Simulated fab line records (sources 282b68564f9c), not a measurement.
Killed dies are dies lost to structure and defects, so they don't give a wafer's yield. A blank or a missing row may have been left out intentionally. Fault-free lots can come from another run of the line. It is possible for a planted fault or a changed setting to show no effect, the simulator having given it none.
fab line records	flow ritCmos
record: lots: 5	wafers: 23
route steps=202 shown NSD@132 PSD@150 SDANNEAL@155 CONTACT@168 M1@184
startH: hours from the record's opening day to when the first of the lot's shown wafers began	waitH: hours since the lot's step before	" same as the row above	L1.1+2: a single row standing in for several wafers	- no value present, or no start provided	* or withheld: withheld	< > ~ a bound
route shown NAME@n: NAME is a module with steps in the file, n the number in the route of the first one	usual: mean/standard deviation of fault-free wafers	same: alike in all rows	chamber/n: place in a boat	sites: readings site by site	_std_site: standard deviation across them	_edge_site: inner sites' mean taken away from outer sites' mean	radiusMm: for every site, how far away it sits from the centre of the wafer	mask NAME#n: copy n	behind: the most recent tool/chamber to have shaped the wafer	hold: why the lot went on hold/how many hours it stayed there/how the hold came to an end	device: transistor that didn't switch, given as n, p or np	end of line: the tests these same wafers got at the end of their route	a step given without rows: its recipe and nothing more	killed: the dies lost at the first sort to structure and to defects; this is not the yield of the wafer	map: the dies of a wafer, with x for killed, . for not killed, _ for no die there
set.NAME: setting as actually run; set.NAME@STEP: the setting as run at that earlier step	model.NAME: the simulator's own value behind a step, which no gauge read
lots where settings were altered on purpose, with a table for each step and a row for each wafer
== steps ==
step: RIT_NSD_COAT_01
recipe: resist: NOVOLAK	spinRpm: 3250	resistThkNm: 1000
lot.wafer	tool	chamber	startH	waitH	set.spinRpm	model.NOVOLAK_of_NSD_COAT_01.thkNm
L076.1	lithoTrack-03	0	62.06	0.1	3473	970.2
L076.2	"	0	"	"	3473	970.1
L076.4	"	0	"	"	3250	997.5
L076.5	"	0	"	"	3250	1001
L076.6	"	0	"	"	3250	1002
L078.1	lithoTrack-01	0	71.20	0.1	3448	974.5
L078.2	"	0	"	"	3448	973.5
L078.3	"	0	"	"	3250	1004
L078.5	"	0	"	"	3250	1009
L078.6	"	0	"	"	3250	1005
L079.1	lithoTrack-01	0	77.62	0.1	3250	1001
L079.2	"	0	"	"	3250	1004
L079.6	"	0	"	"	3250	1002
L080.1	lithoTrack-04	0	80.56	0.1	3444	970.2
L080.2	"	0	"	"	3444	970.4
L080.4	"	0	"	"	3250	998.5
L080.5	"	0	"	"	3444	969.4
L080.6	"	0	"	"	3250	998.4
L082.1	lithoTrack-04	0	92.08	0.1	3456	972.1
L082.2	"	0	"	"	3456	969.4
L082.3	"	0	"	"	3456	972.2
L082.4	"	0	"	"	3250	1002
L082.6	"	0	"	"	3250	1003
step: RIT_NSD_SOFTBAKE_02
recipe: resist: NOVOLAK	tempC: 90	timeS: 60
step: RIT_NSD_EXPOSE_03
recipe: maskId: M9	na: 0.57	targetCdNm: 40700	doseMj: 250
step: RIT_NSD_DEVELOP_05
recipe: resist: NOVOLAK	developTimeS: 50	devTempC: 23
step: RIT_NSD_HARDBAKE_07
recipe: resist: NOVOLAK	tempC: 140	timeS: 60
lot.wafer	tool	chamber	startH	waitH	set.spinRpm@NSD_COAT_01	model.NOVOLAK_of_NSD_COAT_01.thkNm
L076.1+2	lithoTrack-04	0	62.92	0.0	3473	857.6
L076.4	"	0	"	"	3250	881.5
L076.5	"	0	"	"	3250	885
L076.6	"	0	"	"	3250	885.2
L078.1	lithoTrack-04	0	72.06	0.0	3448	861.4
L078.2	"	0	"	"	3448	860.5
L078.3	"	0	"	"	3250	886.9
L078.5	"	0	"	"	3250	891.3
L078.6	"	0	"	"	3250	887.8
L079.1	lithoTrack-04	0	78.36	0.0	3250	884.4
L079.2	"	0	"	"	3250	887.6
L079.6	"	0	"	"	3250	885.6
L080.1	lithoTrack-03	0	81.42	0.0	3444	857.7
L080.2	"	0	"	"	3444	857.8
L080.4+6	"	0	"	"	3250	882.4
L080.5	"	0	"	"	3444	856.9
L082.1	lithoTrack-04	0	93.01	0.0	3456	859.4
L082.2	"	0	"	"	3456	857
L082.3	"	0	"	"	3456	859.5
L082.4	"	0	"	"	3250	886
L082.6	"	0	"	"	3250	886.7
step: RIT_PSD_IMPLANT_08
recipe: species: BF2	energyKev: 27	doseCm2: 5e+15	tiltDeg: 7
lot.wafer	tool	chamber	startH	waitH	set.energyKev	model.implant.rpNm	model.implant.drpNm
L076.1+2+4	implanter-04	0	64.61	0.1	27	22.62	12.05
L076.5+6	"	0	"	"	28.02	23.3	12.36
L078.1+2+3+5+6	implanter-01	0	73.76	0.1	27	21.47	12.05
L079.1+2+6	implanter-03	0	80.05	0.1	27	22.04	12.05
L080.1+2+4	implanter-01	0	82.99	0.1	25.95	21.08	11.71
L080.5+6	"	0	"	"	27	21.76	12.05
L082.1+2+6	implanter-01	0	94.58	0.1	27	22.12	12.05
L082.3+4	"	0	"	"	27.99	22.77	12.36
step: RIT_PSD_STRIP_09
recipe: chemistry: O2	timeS: 180	resist: NOVOLAK	platenTempC: withheld	powerW: 500	pressureMtorr: 4000	o2FlowSccm: 4000
step: RIT_SDANNEAL_CLEAN_02
recipe: chemistry: SC2	mix: 3:3:50	timeS: 600	tempC: 75	dry: n2Spin
step: RIT_SDANNEAL_RTA_03
recipe: tempC: 1050	timeS: 5.234	idleTempC: 600	rampUpCPerS: 342	rampDownCPerS: 171	coolToC: 600	ambient: N2
step: RIT_SDANNEAL_RS_MEAS_04
recipe: thkMeasGauge: four-point-probe
usual: PSD_RS: 115.38/0.28
lot.wafer	tool	chamber	startH	waitH	set.energyKev@PSD_IMPLANT_08	PSD_RS[ohm/sq]
L076.1	filmMetro-01	-	65.60	0.0	27	115.26
L076.2	"	-	"	"	27	114.93
L076.4	"	-	"	"	27	115.35
L076.5	"	-	"	"	28.02	113.23
L076.6	"	-	"	"	28.02	112.80
L078.1	filmMetro-02	-	74.92	0.0	27	115.24
L078.2	"	-	"	"	27	115.09
L078.3	"	-	"	"	27	115.47
L078.5	"	-	"	"	27	115.39
L078.6	"	-	"	"	27	115.52
L079.1	filmMetro-01	-	80.86	0.0	27	115.09
L079.2	"	-	"	"	27	115.32
L079.6	"	-	"	"	27	115.42
L080.1	filmMetro-01	-	83.80	0.0	25.95	117.53
L080.2	"	-	"	"	25.95	117.75
L080.4	"	-	"	"	25.95	117.31
L080.5	"	-	"	"	27	115.46
L080.6	"	-	"	"	27	114.89
L082.1	filmMetro-02	-	95.43	0.0	27	115.47
L082.2	"	-	"	"	27	115.46
L082.3	"	-	"	"	27.99	113.62
L082.4	"	-	"	"	27.99	113.40
L082.6	"	-	"	"	27	115.82
step: RIT_CONTACT_CVD_00
recipe: material: SiO2	targetThkNm: 400	precursor: TEOS	tempC: 390	timeS: 61	rfW: 400
lot.wafer	tool	chamber	startH	waitH	set.timeS	model.SiO2_of_CONTACT_CVD_00.thkNm
L076.1	pecvd-02	2	66.67	0.1	61	391.5
L076.2+6	"	1	"	"	65.67	-
L076.4	"	2	"	"	65.67	431.4
L076.5	"	0	"	"	61	399.3
L078.1	pecvd-04	0	75.93	0.1	61	395.9
L078.2	"	1	"	"	61	397
L078.3+5	"	2	"	"	61	-
L078.6	"	0	"	"	61	400.2
L079.1	pecvd-02	1	81.90	0.1	61	398.2
L079.2	"	2	"	"	61	397.5
L079.6	"	1	"	"	61	403.2
L080.1+4	pecvd-01	0	84.81	0.1	61	-
L080.2	"	2	"	"	56.97	377.5
L080.5	"	2	"	"	61	407.2
L080.6	"	1	"	"	56.97	-
L082.1+6	pecvd-02	2,0	96.44	0.1	66.18	-
L082.2	"	1	"	"	61	393.5
L082.3	"	0	"	"	61	388.5
L082.4	"	1	"	"	66.18	433.5
step: RIT_CONTACT_THK_MEAS_01
recipe: reads: SiO2_of_CONTACT_CVD_00
usual: CONTACT_TEOS_THK: 397/4.7
lot.wafer	tool	chamber	startH	waitH	set.timeS@CONTACT_CVD_00	CONTACT_TEOS_THK[nm]
L076.1	filmMetro-04	-	66.72	0.0	61	391
L076.2	"	-	"	"	65.67	428
L076.4	"	-	"	"	65.67	432
L076.5	"	-	"	"	61	399
L076.6	"	-	"	"	65.67	436
L078.1	filmMetro-02	-	75.98	0.0	61	396
L078.2	"	-	"	"	61	397
L078.3	"	-	"	"	61	393
L078.5	"	-	"	"	61	402
L078.6	"	-	"	"	61	400
L079.1	filmMetro-04	-	81.95	0.0	61	398
L079.2	"	-	"	"	61	397
L079.6	"	-	"	"	61	403
L080.1	filmMetro-02	-	84.86	0.0	61	395
L080.2	"	-	"	"	56.97	378
L080.4	"	-	"	"	61	404
L080.5	"	-	"	"	61	407
L080.6	"	-	"	"	56.97	379
L082.1	filmMetro-01	-	96.49	0.0	66.18	426
L082.2	"	-	"	"	61	394
L082.3	"	-	"	"	61	389
L082.4	"	-	"	"	66.18	434
L082.6	"	-	"	"	66.18	431
step: RIT_CONTACT_ETCH_11
recipe: targetDepthA: 4800	overEtchFrac: 0.2	stopOn: TiSi2	chemistry: CHF3/CF4/Ar	target: SiO2	CHF3_flow_sccm: 50	cf4FlowSccm: 10	Ar_flow_sccm: 100	O2_flow_sccm: 5	pressureMtorr: 100	rfW: 200	timeS: 320
lot.wafer	tool	chamber	startH	waitH	set.timeS	set.timeS@CONTACT_CVD_00	model.CONTACT.featureDepthNm	model.NOVOLAK_of_CONTACT_COAT_03.thkNm	model.etch.depthNm
L076.1	rieDiel-02	0	68.19	0.1	320	61	391.5	767.1	391.5
L076.2	"	3	"	"	320	65.67	428.7	774	-
L076.4	"	1	"	"	320	65.67	431.4	777	431.4
L076.5	"	3	"	"	320	61	399.3	772.1	399.3
L076.6	"	0	"	"	320	65.67	436.2	767.9	-
L078.1	rieDiel-01	3	77.44	0.1	352.9	61	395.9	755.9	395.9
L078.2	"	1	"	"	320	61	397	770.1	397
L078.3	"	2	"	"	352.9	61	392.7	755.3	-
L078.5	"	2	"	"	352.9	61	401.9	752.7	-
L078.6	"	1	"	"	320	61	400.2	768.9	400.2
L079.1	rieDiel-02	1	83.50	0.1	320	61	398.2	774.4	398.2
L079.2	"	3	"	"	320	61	397.5	767.8	397.5
L079.6	"	1	"	"	320	61	403.2	772.9	403.2
L080.1	rieDiel-04	3	86.39	0.1	320	61	394.8	770.5	-
L080.2	"	2	"	"	361.8	56.97	377.5	757.3	377.5
L080.4	"	0	"	"	361.8	61	404.4	750.4	-
L080.5	"	0	"	"	320	61	407.2	765.3	407.2
L080.6	"	3	"	"	361.8	56.97	378.9	754.8	-
L082.1	rieDiel-04	0	97.83	0.1	359	66.18	425.8	752.5	-
L082.2	"	2	"	"	320	61	393.5	769.8	393.5
L082.3	"	3	"	"	359	61	388.5	759.1	388.5
L082.4	"	1	"	"	359	66.18	433.5	757.7	433.5
L082.6	"	0	"	"	320	66.18	430.8	765	-
step: RIT_M1_SPUTTER_00
recipe: material: Al	targetThkNm: 400	powerW: 2000	chamberPressurePa: 0.4	gas: Ar	timeS: 500	substrateTempC: 25
lot.wafer	tool	chamber	startH	waitH	set.timeS	model.Al_of_M1_SPUTTER_00.thkNm
L076.1	pvdSputter-04	-	69.03	0.0	500	394.7
L076.2	"	-	"	"	460.5	364.1
L076.4	"	-	"	"	500	395.9
L076.5	"	-	"	"	500	397.7
L076.6	"	-	"	"	460.5	364.4
L078.1	pvdSputter-04	-	78.27	0.0	500	397.3
L078.2	"	-	"	"	500	393.6
L078.3	"	-	"	"	541.5	431.8
L078.5	"	-	"	"	541.5	430.6
L078.6	"	-	"	"	500	394.5
L079.1	pvdSputter-01	-	84.36	0.0	500	406
L079.2	"	-	"	"	500	403.7
L079.6	"	-	"	"	500	405.8
L080.1	pvdSputter-04	-	87.25	0.0	534.9	430.4
L080.2	"	-	"	"	500	402.1
L080.4	"	-	"	"	534.9	433.8
L080.5	"	-	"	"	500	405.3
L080.6	"	-	"	"	534.9	429.5
L082.1	pvdSputter-04	-	99.02	0.0	429.6	345
L082.2	"	-	"	"	500	399
L082.3	"	-	"	"	500	399.8
L082.4	"	-	"	"	500	401
L082.6	"	-	"	"	429.6	341.8
step: RIT_M1_RS_MEAS_01
recipe: thkMeasGauge: four-point-probe	reads: Al_of_M1_SPUTTER_00
usual: M1_AL_RS: 0.0732/0.00072
lot.wafer	tool	chamber	startH	waitH	set.timeS@M1_SPUTTER_00	M1_AL_RS[ohm/sq]
L076.1	filmMetro-01	-	69.32	0.1	500	0.0746
L076.2	"	-	"	"	460.5	0.0807
L076.4	"	-	"	"	500	0.0740
L076.5	"	-	"	"	500	0.0738
L076.6	"	-	"	"	460.5	0.0809
L078.1	filmMetro-01	-	78.57	0.1	500	0.0740
L078.2	"	-	"	"	500	0.0746
L078.3	"	-	"	"	541.5	0.0678
L078.5	"	-	"	"	541.5	0.0680
L078.6	"	-	"	"	500	0.0744
L079.1	filmMetro-01	-	84.65	0.1	500	0.0723
L079.2	"	-	"	"	500	0.0727
L079.6	"	-	"	"	500	0.0723
L080.1	filmMetro-01	-	87.54	0.1	534.9	0.0681
L080.2	"	-	"	"	500	0.0729
L080.4	"	-	"	"	534.9	0.0677
L080.5	"	-	"	"	500	0.0724
L080.6	"	-	"	"	534.9	0.0683
L082.1	filmMetro-01	-	99.31	0.1	429.6	0.0853
L082.2	"	-	"	"	500	0.0734
L082.3	"	-	"	"	500	0.0733
L082.4	"	-	"	"	500	0.0732
L082.6	"	-	"	"	429.6	0.0862
step: RIT_M1_THK_MEAS_02
recipe: thkMeasGauge: xrf	reads: Al_of_M1_SPUTTER_00
usual: M1_AL_THK: 396/3.8
lot.wafer	tool	chamber	startH	waitH	set.timeS@M1_SPUTTER_00	M1_AL_THK[nm]
L076.1	filmMetro-01	-	69.44	0.1	500	394
L076.2	"	-	"	"	460.5	360
L076.4	"	-	"	"	500	391
L076.5	"	-	"	"	500	395
L076.6	"	-	"	"	460.5	361
L078.1	filmMetro-01	-	78.69	0.1	500	393
L078.2	"	-	"	"	500	391
L078.3	"	-	"	"	541.5	428
L078.5	"	-	"	"	541.5	426
L078.6	"	-	"	"	500	389
L079.1	filmMetro-01	-	84.77	0.1	500	402
L079.2	"	-	"	"	500	402
L079.6	"	-	"	"	500	402
L080.1	filmMetro-01	-	87.66	0.1	534.9	425
L080.2	"	-	"	"	500	398
L080.4	"	-	"	"	534.9	428
L080.5	"	-	"	"	500	403
L080.6	"	-	"	"	534.9	427
L082.1	filmMetro-01	-	99.43	0.1	429.6	339
L082.2	"	-	"	"	500	393
L082.3	"	-	"	"	500	395
L082.4	"	-	"	"	500	397
L082.6	"	-	"	"	429.6	338
step: RIT_M1_EXPOSE_06
recipe: maskId: M12	na: 0.6	sourceShape: conventional	sigmaOuter: 0.5	targetCdNm: 2600	doseMj: 250
lot.wafer	tool	chamber	startH	waitH	mask	set.doseMj
L076.1+2+6	ilineStepper-02	0	69.95	0.1	M12#0	250
L076.4+5	"	0	"	"	M12#0	244.1
L078.1+5	ilineStepper-01	0	79.32	0.2	M12#0	250
L078.2+3+6	"	0	"	"	M12#0	234.3
L079.1+2+6	ilineStepper-02	0	85.41	0.2	M12#0	250
L080.1+5+6	ilineStepper-02	0	88.17	0.1	M12#0	261.3
L080.2+4	"	0	"	"	M12#0	250
L082.1+2+4	ilineStepper-02	0	100.07	0.2	M12#0	265.2
L082.3+6	"	0	"	"	M12#0	250
step: RIT_M1_PEB_07
recipe: resist: NOVOLAK	tempC: withheld	timeS: withheld
step: RIT_M1_DEVELOP_08
recipe: resist: NOVOLAK	developTimeS: 68	devTempC: 22.29
lot.wafer	tool	chamber	startH	waitH	set.doseMj@M1_EXPOSE_06	model.M1.cdNm
L076.1+2	lithoTrack-03	0	-	-	250	2600
L076.4	"	0	"	"	244.1	2606
L076.5	"	0	"	"	244.1	2607
L076.6	"	0	"	"	250	2598
L078.1	lithoTrack-03	0	-	-	250	2599
L078.2	"	0	"	"	234.3	2616
L078.3	"	0	"	"	234.3	2615
L078.5	"	0	"	"	250	2597
L078.6	"	0	"	"	234.3	2614
L079.1	lithoTrack-03	0	-	-	250	2594
L079.2+6	"	0	"	"	250	2593
L080.1	lithoTrack-01	0	-	-	261.3	2593
L080.2+4	"	0	"	"	250	2604
L080.5	"	0	"	"	261.3	2591
L080.6	"	0	"	"	261.3	2590
L082.1	lithoTrack-01	0	-	-	265.2	2583
L082.2	"	0	"	"	265.2	2584
L082.3	"	0	"	"	250	2599
L082.4	"	0	"	"	265.2	2586
L082.6	"	0	"	"	250	2604
step: RIT_M1_CD_MEAS_09
recipe: targetCdNm: 2600
usual: cdNm: 2598.8/2.9
lot.wafer	tool	chamber	startH	waitH	set.doseMj@M1_EXPOSE_06	cdNm
L076.1	cdSem-02	-	70.53	-	250	2600.0
L076.2	"	-	"	"	250	2599.9
L076.4	"	-	"	"	244.1	2606.4
L076.5	"	-	"	"	244.1	2606.9
L076.6	"	-	"	"	250	2598.6
L078.1	cdSem-02	-	79.75	-	250	2598.7
L078.2	"	-	"	"	234.3	2615.1
L078.3	"	-	"	"	234.3	2614.6
L078.5	"	-	"	"	250	2596.8
L078.6	"	-	"	"	234.3	2614.2
L079.1	cdSem-01	-	85.86	-	250	2594.5
L079.2	"	-	"	"	250	2592.3
L079.6	"	-	"	"	250	2592.4
L080.1	cdSem-01	-	88.60	-	261.3	2592.3
L080.2	"	-	"	"	250	2603.6
L080.4	"	-	"	"	250	2604.0
L080.5	"	-	"	"	261.3	2590.8
L080.6	"	-	"	"	261.3	2590.1
L082.1	cdSem-01	-	100.50	-	265.2	2583.4
L082.2	"	-	"	"	265.2	2583.7
L082.3	"	-	"	"	250	2599.2
L082.4	"	-	"	"	265.2	2586.4
L082.6	"	-	"	"	250	2603.5
== key ==
split: step: RIT_NSD_COAT_01	setting: spinRpm	stated: 3250	by: wafer
response: step: RIT_NSD_COAT_01	reading: model.NOVOLAK_of_NSD_COAT_01.thkNm	change: -4.81	per: 1%	r: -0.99
response: step: RIT_NSD_HARDBAKE_07	reading: model.NOVOLAK_of_NSD_COAT_01.thkNm	change: -4.21	per: 1%	r: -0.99
split: step: RIT_PSD_IMPLANT_08	setting: energyKev	stated: 27	by: wafer
response: step: RIT_PSD_IMPLANT_08	reading: model.implant.rpNm	change: +0.177	per: 1%	r: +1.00
response: step: RIT_PSD_IMPLANT_08	reading: model.implant.drpNm	change: +0.0847	per: 1%	r: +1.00
response: step: RIT_SDANNEAL_RS_MEAS_04	reading: PSD_RS	change: -0.582	per: 1%	r: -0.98
split: step: RIT_CONTACT_CVD_00	setting: timeS	stated: 61	by: wafer
response: step: RIT_CONTACT_CVD_00	reading: model.SiO2_of_CONTACT_CVD_00.thkNm	change: +4.79	per: 1%	r: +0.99
response: step: RIT_CONTACT_THK_MEAS_01	reading: CONTACT_TEOS_THK	change: +4.41	per: 1%	r: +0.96
response: step: RIT_CONTACT_ETCH_11	reading: model.CONTACT.featureDepthNm	change: +4.42	per: 1%	r: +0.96
response: step: RIT_CONTACT_ETCH_11	reading: model.etch.depthNm	change: +4.79	per: 1%	r: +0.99
split: step: RIT_CONTACT_ETCH_11	setting: timeS	stated: 320	by: wafer
response: step: RIT_CONTACT_ETCH_11	reading: model.NOVOLAK_of_CONTACT_COAT_03.thkNm	change: -1.1	per: 1%	r: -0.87
split: step: RIT_M1_SPUTTER_00	setting: timeS	stated: 500	by: wafer
response: step: RIT_M1_SPUTTER_00	reading: model.Al_of_M1_SPUTTER_00.thkNm	change: +4.07	per: 1%	r: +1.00
response: step: RIT_M1_RS_MEAS_01	reading: M1_AL_RS	change: -0.000829	per: 1%	r: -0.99
response: step: RIT_M1_THK_MEAS_02	reading: M1_AL_THK	change: +4.08	per: 1%	r: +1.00
split: step: RIT_M1_EXPOSE_06	setting: doseMj	stated: 250	by: wafer
response: step: RIT_M1_DEVELOP_08	reading: model.M1.cdNm	change: -2.76	per: 1%	r: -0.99
response: step: RIT_M1_CD_MEAS_09	reading: cdNm	change: -2.76	per: 1%	r: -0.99
